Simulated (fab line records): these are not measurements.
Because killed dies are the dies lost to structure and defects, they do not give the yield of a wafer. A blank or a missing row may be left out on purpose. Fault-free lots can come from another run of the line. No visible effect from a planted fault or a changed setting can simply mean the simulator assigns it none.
Which of the tools did it? | flow berkeley_cmos170 | 39 wafers from 13 lots sampled at 4 of the route's 331 steps

WHAT EACH GAUGE READ, for each wafer
UCB170_ACTIVE_CD_MEAS_90 targets a cd of 1200 nm.
lot  | measured    | on        | cd_nm (nm)
L554 | day 5 09:46 | cd_sem-01 | 1203.7 1203.0 1204.9
L553 | day 5 10:03 | cd_sem-02 | 1202.6 1200.7 1202.1
L555 | day 5 17:13 | cd_sem-01 | 1196.8 1196.5 1195.9
L556 | day 5 20:46 | cd_sem-02 | 1202.0 1201.0 1200.2
L560 | day 6 07:19 | cd_sem-01 | 1201.2 1200.3 1199.6
L559 | day 6 07:14 | cd_sem-02 | 1201.4 1201.2 1201.6
L562 | day 6 18:40 | cd_sem-02 | 1199.2 1199.0 1198.8
L563 | day 7 02:25 | cd_sem-02 | 1200.5 1201.5 1199.9
L569 | day 8 16:14 | cd_sem-02 | 1201.3 1200.1 1200.9
L571 | day 8 16:22 | cd_sem-02 | 1200.4 1200.4 1200.8
L573 | day 9 05:23 | cd_sem-02 | 1198.6 1201.3 1200.6
L574 | day 9 05:38 | cd_sem-01 | 1198.0 1195.9 1196.8
L576 | day 9 15:20 | cd_sem-01 | 1197.9 1196.9 1199.2

EACH LOT AND THE TOOL THAT RAN IT (in order: tool; ch and the chambers of the sampled wafers; start)
lot  | UCB170_ZERO_ETCH_06               | UCB170_NWELL_STRIP_15               | UCB170_PWELL_STRIP_16
L554 | rie_diel-02 ch 0,3, day 1 23:46   | plasma_asher-03 ch 0,1, day 2 19:25 | plasma_asher-02 ch 0,1, day 3 17:55
L553 | rie_diel-01 ch 0,1, day 1 23:52   | plasma_asher-04 ch 0,1, day 2 19:27 | plasma_asher-02 ch 0,1, day 3 18:14
L555 | rie_diel-01 ch 0,1,2, day 2 08:41 | plasma_asher-01 ch 0,1, day 3 04:13 | plasma_asher-04 ch 0,1, day 3 23:10
L556 | rie_diel-01 ch 0,1,2, day 2 15:17 | plasma_asher-01 ch 0,1, day 3 10:01 | plasma_asher-01 ch 0,1, day 4 04:43
L560 | rie_diel-03 ch 0,1, day 3 06:33   | plasma_asher-04 ch 0, day 3 22:37   | plasma_asher-04 ch 0,1, day 4 23:02
L559 | rie_diel-02 ch 0,1,3, day 3 06:55 | plasma_asher-01 ch 0,1, day 3 22:08 | plasma_asher-02 ch 0,1, day 4 22:47
L562 | rie_diel-03 ch 1,2,3, day 3 19:10 | plasma_asher-03 ch 0,1, day 4 10:34 | plasma_asher-01 ch 0,1, day 5 11:17
L563 | rie_diel-01 ch 0,1,2, day 4 00:10 | plasma_asher-03 ch 0,1, day 4 21:18 | plasma_asher-01 ch 0,1, day 5 17:38
L569 | rie_diel-01 ch 0,1,2, day 5 12:54 | plasma_asher-03 ch 0,1, day 6 06:22 | plasma_asher-02 ch 0,1, day 7 03:58
L571 | rie_diel-03 ch 0,2,3, day 5 16:10 | plasma_asher-03 ch 0,1, day 6 06:55 | plasma_asher-01 ch 1, day 7 03:35
L573 | rie_diel-02 ch 1,2,3, day 5 22:07 | plasma_asher-03 ch 0,1, day 6 15:13 | plasma_asher-04 ch 0,1, day 7 11:50
L574 | rie_diel-02 ch 1,2, day 6 08:44   | plasma_asher-01 ch 0,1, day 6 23:43 | plasma_asher-01 ch 1, day 7 22:38
L576 | rie_diel-02 ch 0,1, day 6 15:13   | plasma_asher-03 ch 0,1, day 7 09:52 | plasma_asher-02 ch 0,1, day 8 08:37
- UCB170_ZERO_ETCH_06: etches SiO2 in CHF3/CF4/Ar, time 12 s.
- UCB170_NWELL_STRIP_15: strips in O2.
- UCB170_PWELL_STRIP_16: strips in O2.

WHAT THE TOOLS THEMSELVES READ (means of the sampled wafers that have a number; where no wafer has one, the mark that the record gives instead)
UCB170_ZERO_ETCH_06.
lot  | tool        | drypump_motor_current_A (A) | oes_product_au (a.u.) | rf_fwd_power_W (W) | throttle_valve_pct (%)
L554 | rie_diel-02 | 5.7                         | 0.603                 | 490                | 9.30
L553 | rie_diel-01 | 5.6                         | 0.606                 | 491                | 9.30
L555 | rie_diel-01 | 5.5                         | 0.613                 | 493                | 9.20
L556 | rie_diel-01 | 5.5                         | 0.610                 | 490                | 9.20
L560 | rie_diel-03 | 5.4                         | 0.626                 | 489                | 9.27
L559 | rie_diel-02 | 6.1                         | 0.610                 | 491                | 9.26
L562 | rie_diel-03 | 5.8                         | 0.607                 | 489                | 9.23
L563 | rie_diel-01 | 5.5                         | 0.614                 | 492                | 9.20
L569 | rie_diel-01 | 5.5                         | 0.611                 | 467                | 9.20
L571 | rie_diel-03 | 6.0                         | 0.602                 | 488                | 9.24
L573 | rie_diel-02 | 6.2                         | 0.619                 | 492                | 9.24
L574 | rie_diel-02 | 6.0                         | 0.630                 | 490                | 9.14
L576 | rie_diel-02 | 6.3                         | 0.627                 | 489                | 9.12

UCB170_NWELL_STRIP_15.
lot  | tool            | drypump_motor_current_A (A) | oes_product_au (a.u.) | strip_time_to_endpoint_s (s)
L554 | plasma_asher-03 | 5.76                        | 0.721                 | 18.02
L553 | plasma_asher-04 | 6.07                        | 0.722                 | 18.10
L555 | plasma_asher-01 | 6.15                        | 0.718                 | 17.95
L556 | plasma_asher-01 | 5.92                        | 0.723                 | 18.15
L560 | plasma_asher-04 | 6.17                        | 0.724                 | 18.03
L559 | plasma_asher-01 | 6.15                        | 0.722                 | 18.12
L562 | plasma_asher-03 | 5.95                        | 0.723                 | 17.91
L563 | plasma_asher-03 | 5.96                        | 0.721                 | 18.08
L569 | plasma_asher-03 | 5.94                        | 0.720                 | 18.06
L571 | plasma_asher-03 | 5.97                        | 0.718                 | 17.89
L573 | plasma_asher-03 | 5.97                        | 0.720                 | 17.97
L574 | plasma_asher-01 | 6.12                        | 0.721                 | 17.93
L576 | plasma_asher-03 | 5.98                        | 0.724                 | 18.05

UCB170_PWELL_STRIP_16.
lot  | tool            | drypump_motor_current_A (A) | oes_product_au (a.u.) | strip_time_to_endpoint_s (s)
L554 | plasma_asher-02 | 5.74                        | 0.722                 | 18.11
L553 | plasma_asher-02 | 5.72                        | 0.716                 | 18.23
L555 | plasma_asher-04 | 6.13                        | 0.717                 | 18.14
L556 | plasma_asher-01 | 6.12                        | 0.728                 | 18.08
L560 | plasma_asher-04 | 6.14                        | 0.722                 | 17.88
L559 | plasma_asher-02 | 5.73                        | 0.726                 | 17.96
L562 | plasma_asher-01 | 6.12                        | 0.724                 | 18.08
L563 | plasma_asher-01 | 5.95                        | 0.721                 | 18.11
L569 | plasma_asher-02 | 5.73                        | 0.722                 | 18.00
L571 | plasma_asher-01 | 5.74                        | 0.720                 | 18.12
L573 | plasma_asher-04 | 6.13                        | 0.720                 | 18.00
L574 | plasma_asher-01 | 5.77                        | 0.716                 | 18.05
L576 | plasma_asher-02 | 5.74                        | 0.720                 | 18.02

THE ANSWER, worked out from the rows above alone
Rule: the usual values come from the lots themselves. The widest of any qualifying gaps counts: lots, ordered by their means at a reading, are off when they make up no more than a third of the lots, leave a main group of 4 or more, and stand apart from it by 3 or more times the standard deviation of that group's means. A main group whose means are all the same, to the digits that the tables above print for the reading, isn't used. A lot without any number at a reading at which 4 lots or more have one is off too. The other lots that the step has rows for count as sound. First the gauges in route order, then the tools' own readings, where a lot's mean is used as printed above. At the first step where some lot is off, the reading lying furthest off is the one used; lots without a number count as furthest.
Off at UCB170_ZERO_ETCH_06 (rf_fwd_power_W): L569. The main group: mean 490 W, standard deviation 1.4.
If a tool, at that step or one of the process steps before it, ran each lot that is off and ran no sound lot following the first of them, it fits. One fits: rie_diel-01 at UCB170_ZERO_ETCH_06. A fault onset in the window from L563 (day 4 00:10, its last sound lot) to L569 (day 5 12:54, its first lot off) fits.
The tool's own readings at UCB170_ZERO_ETCH_06 bear it out: on the lots that are off they differ by more than 5 times the standard deviation of the sound lots' means. rf_fwd_power_W reads 467 W there against 490 W on the sound lots.

WHAT THE SIMULATOR HAD PUT IN
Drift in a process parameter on rie_diel-01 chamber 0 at UCB170_ZERO_ETCH_06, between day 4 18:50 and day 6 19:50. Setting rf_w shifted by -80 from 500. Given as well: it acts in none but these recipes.
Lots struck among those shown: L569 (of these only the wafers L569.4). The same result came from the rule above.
